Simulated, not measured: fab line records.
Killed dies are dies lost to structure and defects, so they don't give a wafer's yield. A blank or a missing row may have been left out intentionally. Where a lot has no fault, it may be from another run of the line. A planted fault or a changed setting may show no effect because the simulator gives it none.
fab line records / flow rit_cmos
record lots=5 wafers=15 last_day=7
route steps=202 shown NLDD@105 PLDD@114 M1@202
lots with no fault: from the same line, run without faults
start_h: hours from the record's opening day to when the first of the lot's shown wafers began / wait_h: hours from the lot's prior step to this one / " the same as in the row above / L1.1+2: a single row standing in for several wafers / - either no value or no given start / * or withheld: withheld / < > ~ a bound
route shown NAME@n: NAME is a module with steps in the file, n the number in the route of the first one / usual: the fault-free wafers' mean and standard deviation / same: alike in all rows / chamber/n: place in a boat / sites: readings site by site / _std_site: standard deviation of those values / _edge_site: inner sites' mean taken away from outer sites' mean / radius_mm: how far each site lies from the wafer's centre / mask NAME#n: copy n / behind: tool/chamber where the wafer was last shaped / hold: reason for holding the lot/hours on hold/outcome of the hold / device: names the non-switching transistor (n, p or np) / end of line: tests of these same wafers at the route's end / where a step has no rows: the recipe by itself / killed: not the wafer's yield, but the dies lost to structure and defects at the first sort / map: a wafer's dies, x killed, . not, _ none there
set.NAME: the setting that was run; set.NAME@STEP: the one run at that earlier step / model.NAME: the simulator's own value behind a step, which no gauge read
a table for each step, a row for each wafer; lots at some steps of the route
services: from which hour (start_h, from the record's first day; less than 0 if before it) a tool's chamber was out of use, for how many hours, and why
## steps
# step RIT_NLDD_SOFTBAKE_02
# recipe resist=NOVOLAK temp_c=90 time_s=60
# step RIT_NLDD_EXPOSE_03
# recipe mask_id=M7 na=0.57 target_cd_nm=40700 dose_mj=250
# step RIT_NLDD_PEB_04
# recipe resist=NOVOLAK temp_c=withheld time_s=withheld
# step RIT_NLDD_DEVELOP_05
# recipe resist=NOVOLAK develop_time_s=50 dev_temp_c=23
# step RIT_NLDD_OVL_MEAS_06
# usual NLDD_OVL=0.3/1.3
lot.wafer=L758.1 tool=overlay-02 chamber=- start_h=72.31 wait_h=- NLDD_OVL[nm]=2.2
lot.wafer=L758.3 tool=overlay-02 chamber=- start_h=72.31 wait_h=- NLDD_OVL[nm]=2.4
lot.wafer=L758.5 tool=overlay-02 chamber=- start_h=72.31 wait_h=- NLDD_OVL[nm]=3.1
lot.wafer=L763.1 tool=overlay-02 chamber=- start_h=104.42 wait_h=- NLDD_OVL[nm]=-0.6
lot.wafer=L763.2 tool=overlay-02 chamber=- start_h=104.42 wait_h=- NLDD_OVL[nm]=1.4
lot.wafer=L763.6 tool=overlay-02 chamber=- start_h=104.42 wait_h=- NLDD_OVL[nm]=0.5
lot.wafer=L767.3 tool=overlay-02 chamber=- start_h=124.50 wait_h=- NLDD_OVL[nm]=1.9
lot.wafer=L767.4 tool=overlay-02 chamber=- start_h=124.50 wait_h=- NLDD_OVL[nm]=-0.3
lot.wafer=L767.5 tool=overlay-02 chamber=- start_h=124.50 wait_h=- NLDD_OVL[nm]=0.8
lot.wafer=L769.1 tool=overlay-02 chamber=- start_h=135.06 wait_h=- NLDD_OVL[nm]=0.1
lot.wafer=L769.3 tool=overlay-02 chamber=- start_h=135.06 wait_h=- NLDD_OVL[nm]=0.0
lot.wafer=L769.5 tool=overlay-02 chamber=- start_h=135.06 wait_h=- NLDD_OVL[nm]=0.5
lot.wafer=L776.3 tool=overlay-01 chamber=- start_h=162.73 wait_h=- NLDD_OVL[nm]=1.1
lot.wafer=L776.4 tool=overlay-01 chamber=- start_h=162.73 wait_h=- NLDD_OVL[nm]=-0.6
lot.wafer=L776.6 tool=overlay-01 chamber=- start_h=162.73 wait_h=- NLDD_OVL[nm]=1.0
# step RIT_NLDD_HARDBAKE_07
# recipe resist=NOVOLAK temp_c=140 time_s=60
# step RIT_NLDD_IMPLANT_08
# recipe species=P energy_kev=20 dose_cm2=4.967e+14 tilt_deg=7
# step RIT_NLDD_STRIP_09
# recipe chemistry=O2 time_s=180 resist=NOVOLAK platen_temp_c=withheld power_w=500 pressure_mtorr=4000 o2_flow_sccm=4000
# usual drypump_motor_current_A=5.4/0.33
lot.wafer=L758.1 tool=plasma_asher-03 chamber=1 start_h=72.65 wait_h=0.1 drypump_motor_current_A=5.7 rf_hours_counter_h=26
lot.wafer=L758.3 tool=plasma_asher-03 chamber=1 start_h=72.65 wait_h=0.1 drypump_motor_current_A=5.6 rf_hours_counter_h=-
lot.wafer=L758.5 tool=plasma_asher-03 chamber=1 start_h=72.65 wait_h=0.1 drypump_motor_current_A=5.7 rf_hours_counter_h=-
lot.wafer=L763.1 tool=plasma_asher-02 chamber=1 start_h=104.76 wait_h=0.1 drypump_motor_current_A=5.3 rf_hours_counter_h=49
lot.wafer=L763.2 tool=plasma_asher-02 chamber=0 start_h=104.76 wait_h=0.1 drypump_motor_current_A=5.3 rf_hours_counter_h=49
lot.wafer=L763.6 tool=plasma_asher-02 chamber=0 start_h=104.76 wait_h=0.1 drypump_motor_current_A=5.3 rf_hours_counter_h=-
lot.wafer=L767.3 tool=plasma_asher-02 chamber=0 start_h=125.02 wait_h=0.2 drypump_motor_current_A=5.3 rf_hours_counter_h=-
lot.wafer=L767.4 tool=plasma_asher-02 chamber=1 start_h=125.02 wait_h=0.2 drypump_motor_current_A=5.3 rf_hours_counter_h=-
lot.wafer=L767.5 tool=plasma_asher-02 chamber=1 start_h=125.02 wait_h=0.2 drypump_motor_current_A=5.3 rf_hours_counter_h=-
lot.wafer=L769.1 tool=plasma_asher-01 chamber=1 start_h=135.39 wait_h=0.1 drypump_motor_current_A=4.9 rf_hours_counter_h=49
lot.wafer=L769.3 tool=plasma_asher-01 chamber=1 start_h=135.39 wait_h=0.1 drypump_motor_current_A=4.8 rf_hours_counter_h=-
lot.wafer=L769.5 tool=plasma_asher-01 chamber=1 start_h=135.39 wait_h=0.1 drypump_motor_current_A=4.9 rf_hours_counter_h=-
lot.wafer=L776.3 tool=plasma_asher-03 chamber=1 start_h=163.11 wait_h=0.1 drypump_motor_current_A=5.7 rf_hours_counter_h=-
lot.wafer=L776.4 tool=plasma_asher-03 chamber=0 start_h=163.11 wait_h=0.1 drypump_motor_current_A=5.9 rf_hours_counter_h=-
lot.wafer=L776.6 tool=plasma_asher-03 chamber=1 start_h=163.11 wait_h=0.1 drypump_motor_current_A=5.7 rf_hours_counter_h=-
# step RIT_NLDD_TW_MEAS_10
# usual NLDD_TW=2497/15
lot.wafer=L758.1 tool=film_metro-04 chamber=- start_h=72.82 wait_h=0.1 NLDD_TW=2512
lot.wafer=L758.3 tool=film_metro-04 chamber=- start_h=72.82 wait_h=0.1 NLDD_TW=2507
lot.wafer=L758.5 tool=film_metro-04 chamber=- start_h=72.82 wait_h=0.1 NLDD_TW=2506
lot.wafer=L763.1 tool=film_metro-03 chamber=- start_h=104.94 wait_h=0.1 NLDD_TW=2509
lot.wafer=L763.2 tool=film_metro-03 chamber=- start_h=104.94 wait_h=0.1 NLDD_TW=2488
lot.wafer=L763.6 tool=film_metro-03 chamber=- start_h=104.94 wait_h=0.1 NLDD_TW=2511
lot.wafer=L767.3 tool=film_metro-02 chamber=- start_h=125.16 wait_h=0.1 NLDD_TW=2483
lot.wafer=L767.4 tool=film_metro-02 chamber=- start_h=125.16 wait_h=0.1 NLDD_TW=2482
lot.wafer=L767.5 tool=film_metro-02 chamber=- start_h=125.16 wait_h=0.1 NLDD_TW=2492
lot.wafer=L769.1 tool=film_metro-02 chamber=- start_h=135.57 wait_h=0.1 NLDD_TW=2503
lot.wafer=L769.3 tool=film_metro-02 chamber=- start_h=135.57 wait_h=0.1 NLDD_TW=2493
lot.wafer=L769.5 tool=film_metro-02 chamber=- start_h=135.57 wait_h=0.1 NLDD_TW=2490
lot.wafer=L776.3 tool=film_metro-04 chamber=- start_h=163.24 wait_h=0.1 NLDD_TW=2480
lot.wafer=L776.4 tool=film_metro-04 chamber=- start_h=163.24 wait_h=0.1 NLDD_TW=2473
lot.wafer=L776.6 tool=film_metro-04 chamber=- start_h=163.24 wait_h=0.1 NLDD_TW=2468
# step RIT_PLDD_HMDS_00
# recipe prime_time_s=60 prime_temp_c=140
# step RIT_PLDD_COAT_01
# recipe resist=NOVOLAK spin_rpm=3250 resist_thk_nm=1000
# step RIT_PLDD_SOFTBAKE_02
# recipe resist=NOVOLAK temp_c=90 time_s=60
# step RIT_PLDD_EXPOSE_03
# recipe mask_id=M8 na=0.57 target_cd_nm=40900 dose_mj=250
# usual stage_vel_mm_s=500.01/0.26
lot.wafer=L758.1 tool=iline_stepper-01 chamber=0 start_h=73.46 wait_h=0.2 mask=M8#0 stage_vel_mm_s=500.57
lot.wafer=L758.3 tool=iline_stepper-01 chamber=0 start_h=73.46 wait_h=0.2 mask=M8#0 stage_vel_mm_s=500.28
lot.wafer=L758.5 tool=iline_stepper-01 chamber=0 start_h=73.46 wait_h=0.2 mask=M8#0 stage_vel_mm_s=500.19
lot.wafer=L763.1 tool=iline_stepper-02 chamber=0 start_h=105.57 wait_h=0.2 mask=M8#0 stage_vel_mm_s=499.50
lot.wafer=L763.2 tool=iline_stepper-02 chamber=0 start_h=105.57 wait_h=0.2 mask=M8#0 stage_vel_mm_s=500.04
lot.wafer=L763.6 tool=iline_stepper-02 chamber=0 start_h=105.57 wait_h=0.2 mask=M8#0 stage_vel_mm_s=499.84
lot.wafer=L767.3 tool=iline_stepper-02 chamber=0 start_h=125.90 wait_h=0.2 mask=M8_R1#0 stage_vel_mm_s=499.65
lot.wafer=L767.4 tool=iline_stepper-02 chamber=0 start_h=125.90 wait_h=0.2 mask=M8_R1#0 stage_vel_mm_s=499.37
lot.wafer=L767.5 tool=iline_stepper-02 chamber=0 start_h=125.90 wait_h=0.2 mask=M8_R1#0 stage_vel_mm_s=499.32
lot.wafer=L769.1 tool=iline_stepper-01 chamber=0 start_h=136.08 wait_h=0.1 mask=M8#0 stage_vel_mm_s=500.26
lot.wafer=L769.3 tool=iline_stepper-01 chamber=0 start_h=136.08 wait_h=0.1 mask=M8#0 stage_vel_mm_s=499.86
lot.wafer=L769.5 tool=iline_stepper-01 chamber=0 start_h=136.08 wait_h=0.1 mask=M8#0 stage_vel_mm_s=500.00
lot.wafer=L776.3 tool=iline_stepper-02 chamber=0 start_h=163.90 wait_h=0.2 mask=M8#0 stage_vel_mm_s=500.25
lot.wafer=L776.4 tool=iline_stepper-02 chamber=0 start_h=163.90 wait_h=0.2 mask=M8#0 stage_vel_mm_s=500.20
lot.wafer=L776.6 tool=iline_stepper-02 chamber=0 start_h=163.90 wait_h=0.2 mask=M8#0 stage_vel_mm_s=500.35
# step RIT_PLDD_PEB_04
# recipe resist=NOVOLAK temp_c=withheld time_s=withheld
# step RIT_M1_PROBE_99
# usual killed_at_M0_to_M3=0.0/0.12 killed_at_contacts=0.1/0.25 killed_at_front_end=7/3.2 killed_dies=7/3.2 killed_open=3.5/2.2 killed_short=3.6/2.1
# same gross_dies=264 killed_at_M4_up=0 killed_at_back_side=0 killed_at_other=0
lot.wafer=L763.1 tool=prober-02 chamber=- start_h=119.99 wait_h=0.1 killed_at_M0_to_M3=0 killed_at_contacts=0 killed_at_front_end=6 killed_dies=6 killed_open=4 killed_short=2
lot.wafer=L763.2 tool=prober-02 chamber=- start_h=120.04 wait_h=0.1 killed_at_M0_to_M3=0 killed_at_contacts=0 killed_at_front_end=9 killed_dies=9 killed_open=4 killed_short=5
lot.wafer=L763.6 tool=prober-02 chamber=- start_h=120.24 wait_h=0.2 killed_at_M0_to_M3=0 killed_at_contacts=1 killed_at_front_end=4 killed_dies=5 killed_open=3 killed_short=2
lot.wafer=L767.3 tool=prober-02 chamber=- start_h=141.86 wait_h=0.2 killed_at_M0_to_M3=0 killed_at_contacts=0 killed_at_front_end=7 killed_dies=7 killed_open=1 killed_short=6
lot.wafer=L767.4 tool=prober-02 chamber=- start_h=141.91 wait_h=0.2 killed_at_M0_to_M3=0 killed_at_contacts=0 killed_at_front_end=12 killed_dies=12 killed_open=5 killed_short=7
lot.wafer=L767.5 tool=prober-02 chamber=- start_h=141.96 wait_h=0.2 killed_at_M0_to_M3=0 killed_at_contacts=1 killed_at_front_end=6 killed_dies=7 killed_open=3 killed_short=4
lot.wafer=L776.3 tool=prober-01 chamber=- start_h=178.46 wait_h=0.2 killed_at_M0_to_M3=0 killed_at_contacts=0 killed_at_front_end=4 killed_dies=4 killed_open=0 killed_short=4
lot.wafer=L776.4 tool=prober-01 chamber=- start_h=178.51 wait_h=0.2 killed_at_M0_to_M3=0 killed_at_contacts=0 killed_at_front_end=5 killed_dies=5 killed_open=3 killed_short=2
lot.wafer=L776.6 tool=prober-01 chamber=- start_h=178.61 wait_h=0.2 killed_at_M0_to_M3=0 killed_at_contacts=0 killed_at_front_end=11 killed_dies=11 killed_open=2 killed_short=9
# killed by level:class
L763.1 FOX2:geometric_particle:short=1 FOX2:geometric_particle:open=1 GATE:geometric_particle:open=1 REOX:geometric_particle:open=1 SPACER:geometric_particle:open=1 SILICIDE:geometric_particle:short=1
L763.2 GATE:geometric_particle:open=4 FOX1:geometric_particle:short=2 FOX2:geometric_particle:short=1 GATE:geometric_particle:short=1 REOX:geometric_particle:short=1
L763.6 FOX1:geometric_particle:open=1 GATE:geometric_particle:short=1 REOX:geometric_particle:open=1 SILICIDE:geometric_particle:short=1 CONTACT:geometric_particle:open=1
L767.3 GATE:geometric_particle:short=4 FOX1:geometric_particle:open=1 REOX:geometric_particle:short=1 SILICIDE:geometric_particle:short=1
L767.4 FOX1:geometric_particle:short=2 FOX1:geometric_particle:open=2 SILICIDE:geometric_particle:short=2 FOX2:geometric_particle:short=1 FOX2:geometric_particle:open=1 REOX:geometric_particle:short=1 SPACER:geometric_particle:short=1 SPACER:geometric_particle:open=1
L767.5 GATE:geometric_particle:short=2 GATE:geometric_particle:open=2 FOX2:geometric_particle:short=1 REOX:geometric_particle:open=1 CONTACT:geometric_particle:short=1
L776.3 FOX1:geometric_particle:short=2 GATE:geometric_particle:short=2
L776.4 FOX1:geometric_particle:open=3 FOX1:geometric_particle:short=1 GATE:geometric_particle:short=1
L776.6 SPACER:geometric_particle:short=3 FOX1:geometric_particle:short=2 GATE:geometric_particle:open=2 SILICIDE:geometric_particle:short=2 FOX2:geometric_particle:short=1 GATE:geometric_particle:short=1
## services
tool=iline_stepper-01 chamber=- start_h=51.70 hours=3.5 kind=repair
tool=plasma_asher-03 chamber=- start_h=69.14 hours=3.4 kind=repair
tool=iline_stepper-01 chamber=- start_h=77.96 hours=0.8 kind=repair
tool=iline_stepper-02 chamber=- start_h=99.40 hours=1.7 kind=pm
tool=plasma_asher-03 chamber=- start_h=121.61 hours=15.6 kind=pm
tool=plasma_asher-03 chamber=- start_h=146.76 hours=0.7 kind=repair
tool=plasma_asher-01 chamber=- start_h=160.90 hours=2.8 kind=pm
## key
first_sign step=RIT_PLDD_EXPOSE_03 reading=mask direction=changed
effect none on later readings
met_at RIT_PLDD_EXPOSE_03
struck_wafers L767.3,L767.4,L767.5
tester_left_out L767
onset_between 105.57 125.90
fault kind=wrong_mask tool=any chamber=- onset_h=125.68 steps=RIT_PLDD_EXPOSE_03 aux_copy=M8_R1#0 cd_offset_nm=-350 scope=struck_lots_only
# tester_left_out: of these lots the tester's yield and bins aren't shown, on N5 and GAA mostly nor the transistor test; their killed dies are dies lost to structure and defects alone, not to doping, threshold or leakage, so they don't give the yield
